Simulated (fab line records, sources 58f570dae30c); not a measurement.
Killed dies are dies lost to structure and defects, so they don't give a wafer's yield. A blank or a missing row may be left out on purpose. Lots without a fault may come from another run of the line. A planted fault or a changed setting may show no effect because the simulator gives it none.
fab line records | flow berkeley_cmos170
record lots=5 wafers=23
route steps=331 shown GATE@133 PLDD@148 SPACER@173 PSD@178 NSD@196 SILICIDE@211 V1@254 V2@299
start_h: hours from the record's first day to the start of the lot's first wafer shown | wait_h: hours since the lot's step before | " the same as in the row above | L1.1+2: a row that stands for several wafers | - no value, or no start given | * or withheld: withheld | < > ~ a bound
route shown NAME@n: a module of which the file shows steps, and the number in the route of the first | usual: mean/standard deviation of fault-free wafers | same: alike in all rows | chamber/n: place in a boat | sites: the reading at each site | _std_site: their standard deviation | _edge_site: outer sites' mean less inner sites' | radius_mm: how far each site lies from the wafer's centre | mask NAME#n: copy n | behind: the tool/chamber that last shaped the wafer | hold: why the lot was held/for how many hours/how that ended | device: the transistor (n, p or np) that didn't switch | end of line: the same wafers' tests at the end of the route | a step without rows: its recipe alone | killed: dies lost to structure and defects at the first sort, not the wafer's yield | map: a wafer's dies, x killed, . not, _ none there
set.NAME: the setting as run; set.NAME@STEP: as run at that earlier step | model.NAME: the simulator's own value behind a step, which no gauge read
lots whose settings were changed on purpose; a table a step, a row a wafer
## steps
# step UCB170_GATE_COAT_07
# recipe resist=KrF spin_rpm=1500 resist_thk_nm=900
# columns lot.wafer tool chamber start_h wait_h set.spin_rpm model.KrF_of_GATE_COAT_07.thk_nm
L074.2 litho_track-03 0 - - 1597 870.2
L074.3 " 0 " " 1500 896.4
L074.4 " 0 " " 1597 872.5
L074.5 " 0 " " 1597 869.4
L074.6 " 0 " " 1500 895.8
L076.1 litho_track-03 0 - - 1500 898.5
L076.2 " 0 " " 1410 932.4
L076.3 " 0 " " 1410 929.3
L076.4 " 0 " " 1500 900.9
L076.6 " 0 " " 1500 899.9
L078.3 litho_track-01 0 - - 1500 901.6
L078.4 " 0 " " 1500 902.6
L078.6 " 0 " " 1500 904.8
L080.1 litho_track-01 0 - - 1500 898.9
L080.2 " 0 " " 1407 929.3
L080.4 " 0 " " 1500 902.5
L080.5 " 0 " " 1407 930.3
L080.6 " 0 " " 1500 900.8
L084.1 litho_track-02 0 - - 1500 898.9
L084.2 " 0 " " 1500 897.7
L084.3 " 0 " " 1500 902.7
L084.5 " 0 " " 1500 900.4
L084.6 " 0 " " 1500 900.5
# step UCB170_PLDD_EXPOSE_03
# recipe mask_id=PSELECT na=0.5 sigma_outer=0.6 source_shape=conventional target_cd_nm=1200 dose_mj=30
# columns lot.wafer tool chamber start_h wait_h mask set.dose_mj
L074.2+3+4+5+6 krf_scanner-02 0 145.18 0.1 PSELECT#0 30
L076.1+2+3+4+6 krf_scanner-02 0 159.94 0.2 PSELECT#0 30
L078.3+4+6 krf_scanner-01 0 174.15 0.2 PSELECT#0 30
L080.1+5 krf_scanner-01 0 174.63 0.2 PSELECT#0 29.12
L080.2+4+6 " 0 " " PSELECT#0 30
L084.1+6 krf_scanner-02 0 202.32 0.1 PSELECT#0 30
L084.2+3+5 " 0 " " PSELECT#0 28.87
# step UCB170_PLDD_PEB_04
# recipe peb_temp_c=130 peb_time_s=withheld resist=KrF
# step UCB170_PLDD_DEVELOP_05
# recipe developer=TMAH develop_time_s=45 resist=KrF dev_temp_c=21
# step UCB170_PLDD_CD_MEAS_06
# recipe target_cd_nm=1200
# usual cd_nm=1200.2/1
# columns lot.wafer tool chamber start_h wait_h set.dose_mj@PLDD_EXPOSE_03 cd_nm
L074.2 cd_sem-02 - 145.88 - 30 1199.4
L074.3 " - " " 30 1200.3
L074.4 " - " " 30 1199.1
L074.5 " - " " 30 1200.2
L074.6 " - " " 30 1200.0
L076.1 cd_sem-01 - 160.86 - 30 1199.8
L076.2 " - " " 30 1198.6
L076.3 " - " " 30 1198.9
L076.4 " - " " 30 1200.0
L076.6 " - " " 30 1199.5
L078.3 cd_sem-01 - 174.68 - 30 1199.0
L078.4 " - " " 30 1199.7
L078.6 " - " " 30 1200.5
L080.1 cd_sem-01 - 175.03 - 29.12 1194.5
L080.2 " - " " 30 1199.3
L080.4 " - " " 30 1199.9
L080.5 " - " " 29.12 1193.8
L080.6 " - " " 30 1199.6
L084.1 cd_sem-02 - 203.20 - 30 1200.2
L084.2 " - " " 28.87 1194.2
L084.3 " - " " 28.87 1194.4
L084.5 " - " " 28.87 1193.0
L084.6 " - " " 30 1201.5
# step UCB170_SPACER_ANNEAL_02
# recipe temp_c=900 time_s=1800 ambient=N2
# columns lot.wafer tool chamber start_h wait_h set.temp_c
L074.2+3+4+5+6 - - - 4.1 900
L076.1+2+3+4+6 - - - 3.8 900
L078.3+4+6 furnace-02 0 182.29 4.8 900
L080.1+2+4+5+6 - - - 4.4 915.5
L084.1+2+3+5+6 - - - 4.2 908.4
# step UCB170_PSD_EXPOSE_03
# recipe mask_id=PSELECT_MOD na=0.5 sigma_outer=0.6 source_shape=conventional target_cd_nm=1200 dose_mj=30
# columns lot.wafer tool chamber start_h wait_h mask set.dose_mj
L074.2+5+6 krf_scanner-01 0 155.39 0.2 PSELECT_MOD#0 30
L074.3+4 " 0 " " PSELECT_MOD#0 30.96
L076.1+3 krf_scanner-02 0 169.88 0.4 PSELECT_MOD#0 29.31
L076.2+4+6 " 0 " " PSELECT_MOD#0 30
L078.3+4+6 krf_scanner-02 0 184.48 0.2 PSELECT_MOD#0 30
L080.1+2+4+5+6 krf_scanner-02 0 185.04 0.4 PSELECT_MOD#0 30
L084.1+3+6 krf_scanner-02 0 213.10 0.3 PSELECT_MOD#0 30
L084.2+5 " 0 " " PSELECT_MOD#0 32.06
# step UCB170_PSD_PEB_04
# recipe peb_temp_c=130 peb_time_s=withheld resist=KrF
# step UCB170_PSD_DEVELOP_05
# recipe developer=TMAH develop_time_s=45 resist=KrF dev_temp_c=21
# step UCB170_PSD_CD_MEAS_06
# recipe target_cd_nm=1200
# usual cd_nm=1199.5/2.1
# columns lot.wafer tool chamber start_h wait_h set.dose_mj@PSD_EXPOSE_03 cd_nm
L074.2 cd_sem-01 - 156.50 - 30 1201.9
L074.3 " - " " 30.96 1207.3
L074.4 " - " " 30.96 1207.1
L074.5 " - " " 30 1200.6
L074.6 " - " " 30 1202.1
L076.1 cd_sem-01 - 170.27 - 29.31 1194.5
L076.2 " - " " 30 1198.4
L076.3 " - " " 29.31 1194.2
L076.4 " - " " 30 1198.9
L076.6 " - " " 30 1198.5
L078.3 cd_sem-01 - 184.87 - 30 1199.2
L078.4 " - " " 30 1200.0
L078.6 " - " " 30 1199.3
L080.1 cd_sem-02 - 185.80 - 30 1198.3
L080.2 " - " " 30 1196.5
L080.4 " - " " 30 1199.2
L080.5 " - " " 30 1197.5
L080.6 " - " " 30 1197.6
L084.1 cd_sem-02 - 214.04 - 30 1197.5
L084.2 " - " " 32.06 1210.1
L084.3 " - " " 30 1196.9
L084.5 " - " " 32.06 1208.3
L084.6 " - " " 30 1196.3
# step UCB170_NSD_STRIP_09
# recipe chemistry=O2 power_w=400 pressure_mtorr=3500 platen_temp_c=withheld o2_flow_sccm=400 overash_fraction=0.5
# usual oes_product_au=0.534/0.0047
# columns lot.wafer tool chamber start_h wait_h set.overash_fraction oes_product_au
L074.2 plasma_asher-03 0 159.27 0.1 0.6469 0.501
L074.3 " 1 " " 0.6469 0.504
L074.4 " 0 " " 0.5 0.538
L074.5 " 1 " " 0.6469 0.507
L074.6 " 0 " " 0.5 0.532
L076.1 plasma_asher-03 0 172.57 0.1 0.5 0.527
L076.2 " 1 " " 0.5 0.541
L076.3 " 0 " " 0.5 0.536
L076.4 " 1 " " 0.5 0.540
L076.6 " 0 " " 0.5 0.531
L078.3 plasma_asher-03 1 187.83 0.1 0.5 0.536
L078.4 " 0 " " 0.5 0.545
L078.6 " 0 " " 0.5 0.533
L080.1 plasma_asher-02 0 188.35 0.1 0.5584 0.533
L080.2 " 1 " " 0.5584 0.528
L080.4 " 0 " " 0.5 0.537
L080.5 " 0 " " 0.5 0.535
L080.6 " 1 " " 0.5 0.532
L084.1 plasma_asher-01 1 216.26 0.1 0.5 0.534
L084.2 " 0 " " 0.5 0.535
L084.3 " 0 " " 0.5 0.532
L084.5 " 1 " " 0.5 0.536
L084.6 " 0 " " 0.5 0.531
# step UCB170_NSD_CLEAN_11
# recipe chemistry=SPM temp_c=120 time_s=600
# step UCB170_SDANNEAL_RS_MEAS_04
# recipe thk_meas_gauge=four-point-probe
# usual PLDD_RS=1030/4.1
# columns lot.wafer tool chamber start_h wait_h set.temp_c@SPACER_ANNEAL_02 PLDD_RS[ohm/sq]
L074.2 film_metro-03 - 161.27 0.1 900 1032
L074.3 " - " " 900 1029
L074.4 " - " " 900 1028
L074.5 " - " " 900 1032
L074.6 " - " " 900 1033
L076.1 film_metro-04 - 174.25 0.1 900 1028
L076.2 " - " " 900 1026
L076.3 " - " " 900 1028
L076.4 " - " " 900 1027
L076.6 " - " " 900 1028
L078.3 film_metro-03 - 189.26 0.1 900 1032
L078.4 " - " " 900 1034
L078.6 " - " " 900 1031
L080.1 film_metro-03 - 189.86 0.1 915.5 981
L080.2 " - " " 915.5 981
L080.4 " - " " 915.5 979
L080.5 " - " " 915.5 981
L080.6 " - " " 915.5 980
L084.1 film_metro-02 - 218.27 0.1 908.4 998
L084.2 " - " " 908.4 999
L084.3 " - " " 908.4 996
L084.5 " - " " 908.4 999
L084.6 " - " " 908.4 999
# step UCB170_SILICIDE_SPUTTER_01
# recipe material=Ti target_thk_nm=30 time_s=25 power_w=1500 chamber_pressure_pa=0.5
# columns lot.wafer tool chamber start_h wait_h set.power_w model.Ti_of_SILICIDE_SPUTTER_01.thk_nm
L074.2 pvd_sputter-02 - 161.55 0.0 1368 27.77
L074.3 " - " " 1368 27.63
L074.4 " - " " 1500 30.43
L074.5 " - " " 1500 30.14
L074.6 " - " " 1368 27.75
L076.1 pvd_sputter-03 - 174.56 0.0 1500 30.73
L076.2 " - " " 1500 30.9
L076.3 " - " " 1665 34.15
L076.4 " - " " 1665 34.44
L076.6 " - " " 1665 33.99
L078.3 pvd_sputter-04 - 189.53 0.0 1500 30.12
L078.4 " - " " 1500 30.31
L078.6 " - " " 1500 30.04
L080.1 pvd_sputter-04 - 190.17 0.0 1500 30.01
L080.2 " - " " 1658 32.79
L080.4 " - " " 1658 33.18
L080.5 " - " " 1658 32.65
L080.6 " - " " 1500 29.86
L084.1 pvd_sputter-04 - 218.58 0.0 1500 29.8
L084.2 " - " " 1500 29.94
L084.3+6 " - " " 1500 30.02
L084.5 " - " " 1500 29.66
# step UCB170_SILICIDE_RS_MEAS_02
# recipe thk_meas_gauge=four-point-probe reads=Ti_of_SILICIDE_SPUTTER_01
# usual SILICIDE_TI_RS=25.9/0.35
# columns lot.wafer tool chamber start_h wait_h set.power_w@SILICIDE_SPUTTER_01 SILICIDE_TI_RS[ohm/sq]
L074.2 film_metro-04 - 161.60 0.0 1368 28.6
L074.3 " - " " 1368 28.7
L074.4 " - " " 1500 25.6
L074.5 " - " " 1500 25.9
L074.6 " - " " 1368 28.5
L076.1 film_metro-04 - 174.59 0.0 1500 25.3
L076.2 " - " " 1500 25.2
L076.3 " - " " 1665 22.4
L076.4 " - " " 1665 22.1
L076.6 " - " " 1665 22.5
L078.3 film_metro-04 - 189.71 0.2 1500 26.0
L078.4 " - " " 1500 25.9
L078.6 " - " " 1500 26.2
L080.1 film_metro-04 - 190.20 0.0 1500 26.0
L080.2 " - " " 1658 23.5
L080.4 " - " " 1658 23.1
L080.5 " - " " 1658 23.6
L080.6 " - " " 1500 26.2
L084.1 film_metro-04 - 218.64 0.0 1500 26.3
L084.2 " - " " 1500 26.1
L084.3 " - " " 1500 26.1
L084.5 " - " " 1500 26.4
L084.6 " - " " 1500 26.0
# step UCB170_SILICIDE_THK_MEAS_03
# recipe thk_meas_gauge=xrf reads=Ti_of_SILICIDE_SPUTTER_01
# usual SILICIDE_TI_THK=30.5/0.37
# columns lot.wafer tool chamber start_h wait_h set.power_w@SILICIDE_SPUTTER_01 SILICIDE_TI_THK[nm]
L074.2 film_metro-04 - 161.71 0.1 1368 28.2
L074.3 " - " " 1368 28.0
L074.4 " - " " 1500 31.0
L074.5 " - " " 1500 30.6
L074.6 " - " " 1368 28.2
L076.1 film_metro-04 - 174.71 0.1 1500 31.1
L076.2 " - " " 1500 31.2
L076.3 " - " " 1665 34.6
L076.4 " - " " 1665 34.9
L076.6 " - " " 1665 34.5
L078.3 film_metro-04 - 189.81 0.1 1500 30.6
L078.4 " - " " 1500 30.8
L078.6 " - " " 1500 30.3
L080.1 film_metro-04 - 190.32 0.1 1500 30.3
L080.2 " - " " 1658 33.2
L080.4 " - " " 1658 33.5
L080.5 " - " " 1658 33.0
L080.6 " - " " 1500 30.2
L084.1 film_metro-04 - 218.76 0.1 1500 30.1
L084.2 " - " " 1500 30.1
L084.3 " - " " 1500 30.3
L084.5 " - " " 1500 30.0
L084.6 " - " " 1500 30.2
# step UCB170_V1_CVD_00
# recipe material=SiO2 target_thk_nm=2000 temp_c=390 precursor=TEOS/O2 time_s=250 rf_w=550 pressure_mtorr=9000
# columns lot.wafer tool chamber start_h wait_h set.time_s model.SiO2_of_V1_CVD_00.thk_nm
L074.2 pecvd-02 2 169.28 0.0 250 2018
L074.3 " 1 " " 250 2011
L074.4 " 2 " " 250 2062
L074.5 " 1 " " 250 2067
L074.6 " 0 " " 250 2055
L076.1 pecvd-04 1 183.88 0.0 250 1966
L076.2 " 2 " " 229.2 1813
L076.3 " 0 " " 229.2 1798
L076.4 " 2 " " 250 1975
L076.6 " 0 " " 250 2009
L078.3 pecvd-03 1 199.38 0.0 250 2007
L078.4 " 2 " " 250 2017
L078.6 " 1 " " 250 2035
L080.1 pecvd-03 2 200.72 0.0 250 2006
L080.2 " 1 " " 250 2025
L080.4 " 1 " " 225 1845
L080.5 " 2 " " 225 1871
L080.6 " 0 " " 250 2054
L084.1 pecvd-02 2 228.40 0.0 250 2006
L084.2 " 1 " " 272.8 2187
L084.3 " 0 " " 272.8 2165
L084.5 " 2 " " 250 2024
L084.6 " 0 " " 272.8 2200
# step UCB170_V1_THK_MEAS_01
# recipe reads=SiO2_of_V1_CVD_00
# usual V1_TEOS_THK=2018/28
# columns lot.wafer tool chamber start_h wait_h set.time_s@V1_CVD_00 V1_TEOS_THK[nm]
L074.2 film_metro-03 - 169.45 0.1 250 2020
L074.3 " - " " 250 2011
L074.4 " - " " 250 2062
L074.5 " - " " 250 2066
L074.6 " - " " 250 2055
L076.1 film_metro-03 - 184.04 0.1 250 1967
L076.2 " - " " 229.2 1812
L076.3 " - " " 229.2 1798
L076.4 " - " " 250 1975
L076.6 " - " " 250 2008
L078.3 film_metro-03 - 199.56 0.1 250 2006
L078.4 " - " " 250 2017
L078.6 " - " " 250 2034
L080.1 film_metro-04 - 200.93 0.1 250 2004
L080.2 " - " " 250 2024
L080.4 " - " " 225 1845
L080.5 " - " " 225 1871
L080.6 " - " " 250 2054
L084.1 film_metro-04 - 228.55 0.1 250 2005
L084.2 " - " " 272.8 2185
L084.3 " - " " 272.8 2166
L084.5 " - " " 250 2024
L084.6 " - " " 272.8 2202
# step UCB170_V1_PEB_10
# recipe peb_temp_c=130 peb_time_s=withheld resist=KrF
# columns lot.wafer tool chamber start_h wait_h set.peb_temp_c
L074.2+5+6 litho_track-02 0 170.74 0.1 130
L074.3+4 " 0 " " 133.9
L076.1+3+4 litho_track-01 0 186.81 0.6 133
L076.2+6 " 0 " " 130
L078.3+4+6 litho_track-01 0 201.10 0.1 130
L080.1+5 litho_track-01 0 202.77 0.3 132.3
L080.2+4+6 " 0 " " 130
L084.1+3+6 litho_track-03 0 230.78 0.1 130
L084.2+5 " 0 " " 126.2
# step UCB170_V1_DEVELOP_11
# recipe developer=TMAH develop_time_s=45 resist=KrF dev_temp_c=21
# step UCB170_V1_CD_MEAS_12
# recipe target_cd_nm=700
# usual cd_nm=700.1/1.4
# columns lot.wafer tool chamber start_h wait_h set.peb_temp_c@V1_PEB_10 cd_nm
L074.2 cd_sem-01 - 171.01 - 130 699.6
L074.3 " - " " 133.9 721.4
L074.4 " - " " 133.9 719.3
L074.5 " - " " 130 699.2
L074.6 " - " " 130 699.2
L076.1 cd_sem-01 - 187.09 - 133 717.2
L076.2 " - " " 130 699.8
L076.3 " - " " 133 717.3
L076.4 " - " " 133 717.5
L076.6 " - " " 130 699.5
L078.3 cd_sem-02 - 201.38 - 130 700.8
L078.4 " - " " 130 700.8
L078.6 " - " " 130 700.4
L080.1 cd_sem-02 - 203.07 - 132.3 714.1
L080.2 " - " " 130 701.2
L080.4 " - " " 130 701.4
L080.5 " - " " 132.3 715.5
L080.6 " - " " 130 701.5
L084.1 cd_sem-02 - 231.07 - 130 701.4
L084.2 " - " " 126.2 672.0
L084.3 " - " " 130 702.4
L084.5 " - " " 126.2 672.5
L084.6 " - " " 130 701.5
# step UCB170_V1_ETCH_14
# recipe chemistry=CHF3/CF4/Ar target=SiO2 stop_on=Al CHF3_flow_sccm=45 cf4_flow_sccm=15 Ar_flow_sccm=150 pressure_mtorr=200 rf_w=700 target_depth_a=12500 over_etch_frac=0.25 time_s=291
# columns lot.wafer tool chamber start_h wait_h set.rf_w set.peb_temp_c@V1_PEB_10 model.V1.cd_nm
L074.2 rie_diel-02 2 171.15 0.0 700 130 700
L074.3 " 1 " " 700 133.9 722
L074.4 " 3 " " 674.1 133.9 719.3
L074.5 " 3 " " 700 130 699.6
L074.6 " 2 " " 674.1 130 699.2
L076.1 rie_diel-03 3 187.24 0.0 700 133 717.1
L076.2 " 1 " " 700 130 699.6
L076.3 " 2 " " 700 133 717.2
L076.4 " 0 " " 700 133 718.2
L076.6 " 1 " " 700 130 698.4
L078.3 rie_diel-03 2 201.50 0.0 700 130 699.9
L078.4 " 1 " " 700 130 700.3
L078.6 " 3 " " 700 130 700.1
L080.1 rie_diel-03 1 203.23 0.0 700 132.3 713.8
L080.2 " 2 " " 700 130 701
L080.4 " 0 " " 700 130 701.9
L080.5 " 0 " " 700 132.3 715.6
L080.6 " 3 " " 700 130 701.2
L084.1 rie_diel-01 1 231.23 0.0 700 130 702.6
L084.2 " 2 " " 742.3 126.2 673.5
L084.3 " 3 " " 742.3 130 703.5
L084.5 " 0 " " 742.3 126.2 673.9
L084.6 " 1 " " 700 130 702.8
# step UCB170_V1_STRIP_15
# recipe chemistry=O2 power_w=400 pressure_mtorr=3500 platen_temp_c=withheld o2_flow_sccm=400 overash_fraction=0.5
# step UCB170_V1_CD_MEAS_90
# recipe target_cd_nm=700
# usual cd_nm=700.2/1.4
# columns lot.wafer tool chamber start_h wait_h set.peb_temp_c@V1_PEB_10 cd_nm
L074.2 cd_sem-02 - 171.45 0.1 130 700.4
L074.3 " - " " 133.9 722.0
L074.4 " - " " 133.9 719.3
L074.5 " - " " 130 699.4
L074.6 " - " " 130 699.2
L076.1 cd_sem-01 - 187.52 0.1 133 717.3
L076.2 " - " " 130 699.2
L076.3 " - " " 133 717.3
L076.4 " - " " 133 718.4
L076.6 " - " " 130 698.6
L078.3 cd_sem-02 - 201.81 0.1 130 699.8
L078.4 " - " " 130 700.3
L078.6 " - " " 130 699.8
L080.1 cd_sem-02 - 203.56 0.1 132.3 713.7
L080.2 " - " " 130 701.1
L080.4 " - " " 130 701.8
L080.5 " - " " 132.3 715.4
L080.6 " - " " 130 701.5
L084.1 cd_sem-01 - 231.51 0.1 130 702.7
L084.2 " - " " 126.2 673.5
L084.3 " - " " 130 703.6
L084.5 " - " " 126.2 673.6
L084.6 " - " " 130 702.9
# step UCB170_V2_COAT_07
# recipe resist=KrF spin_rpm=1500 resist_thk_nm=900
# columns lot.wafer tool chamber start_h wait_h set.resist_thk_nm model.KrF_of_V2_COAT_07.thk_nm
L074.2 litho_track-02 0 176.07 0.1 900 897.6
L074.3 " 0 " " 900 899.4
L074.4 " 0 " " 900 899.8
L074.5 " 0 " " 900 898.7
L074.6 " 0 " " 900 899.7
L076.1 litho_track-01 0 191.55 0.1 857.5 861.9
L076.2 " 0 " " 900 903
L076.3 " 0 " " 857.5 864.8
L076.4 " 0 " " 900 902.1
L076.6 " 0 " " 900 905
L078.3 litho_track-04 0 206.15 0.1 900 897.4
L078.4 " 0 " " 900 895.2
L078.6 " 0 " " 900 896.7
L080.1 litho_track-02 0 208.29 0.1 900 895.3
L080.2 " 0 " " 900 897.7
L080.4 " 0 " " 900 896.4
L080.5 " 0 " " 900 898.5
L080.6 " 0 " " 900 897.4
L084.1 litho_track-01 0 235.31 0.1 900 902
L084.2 " 0 " " 900 902.6
L084.3 " 0 " " 900 902.8
L084.5 " 0 " " 851.4 854.1
L084.6 " 0 " " 851.4 852.9
## key
split step=UCB170_GATE_COAT_07 setting=spin_rpm stated=1500 by=wafer
response step=UCB170_GATE_COAT_07 reading=model.KrF_of_GATE_COAT_07.thk_nm change=-4.57 per=1% r=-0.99
split step=UCB170_PLDD_EXPOSE_03 setting=dose_mj stated=30 by=wafer
response step=UCB170_PLDD_CD_MEAS_06 reading=cd_nm change=+1.86 per=1% r=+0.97
split step=UCB170_SPACER_ANNEAL_02 setting=temp_c stated=900 by=lot
response step=UCB170_SDANNEAL_RS_MEAS_04 reading=PLDD_RS change=-29.4 per=1% r=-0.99
split step=UCB170_PSD_EXPOSE_03 setting=dose_mj stated=30 by=wafer
response step=UCB170_PSD_CD_MEAS_06 reading=cd_nm change=+1.8 per=1% r=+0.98
split step=UCB170_NSD_STRIP_09 setting=overash_fraction stated=0.5 by=wafer
response step=UCB170_NSD_STRIP_09 reading=oes_product_au change=-0.000976 per=1% r=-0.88
split step=UCB170_SILICIDE_SPUTTER_01 setting=power_w stated=1500 by=wafer
response step=UCB170_SILICIDE_SPUTTER_01 reading=model.Ti_of_SILICIDE_SPUTTER_01.thk_nm change=+0.293 per=1% r=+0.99
response step=UCB170_SILICIDE_RS_MEAS_02 reading=SILICIDE_TI_RS change=-0.275 per=1% r=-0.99
response step=UCB170_SILICIDE_THK_MEAS_03 reading=SILICIDE_TI_THK change=+0.303 per=1% r=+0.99
split step=UCB170_V1_CVD_00 setting=time_s stated=250 by=wafer
response step=UCB170_V1_CVD_00 reading=model.SiO2_of_V1_CVD_00.thk_nm change=+18.7 per=1% r=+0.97
response step=UCB170_V1_THK_MEAS_01 reading=V1_TEOS_THK change=+18.7 per=1% r=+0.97
split step=UCB170_V1_PEB_10 setting=peb_temp_c stated=130 by=wafer
response step=UCB170_V1_CD_MEAS_12 reading=cd_nm change=+8.23 per=1% r=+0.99
response step=UCB170_V1_ETCH_14 reading=model.V1.cd_nm change=+8.28 per=1% r=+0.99
response step=UCB170_V1_CD_MEAS_90 reading=cd_nm change=+8.29 per=1% r=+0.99
split step=UCB170_V1_ETCH_14 setting=rf_w stated=700 by=wafer
response none clear
split step=UCB170_V2_COAT_07 setting=resist_thk_nm stated=900 by=wafer
response step=UCB170_V2_COAT_07 reading=model.KrF_of_V2_COAT_07.thk_nm change=+8.81 per=1% r=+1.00
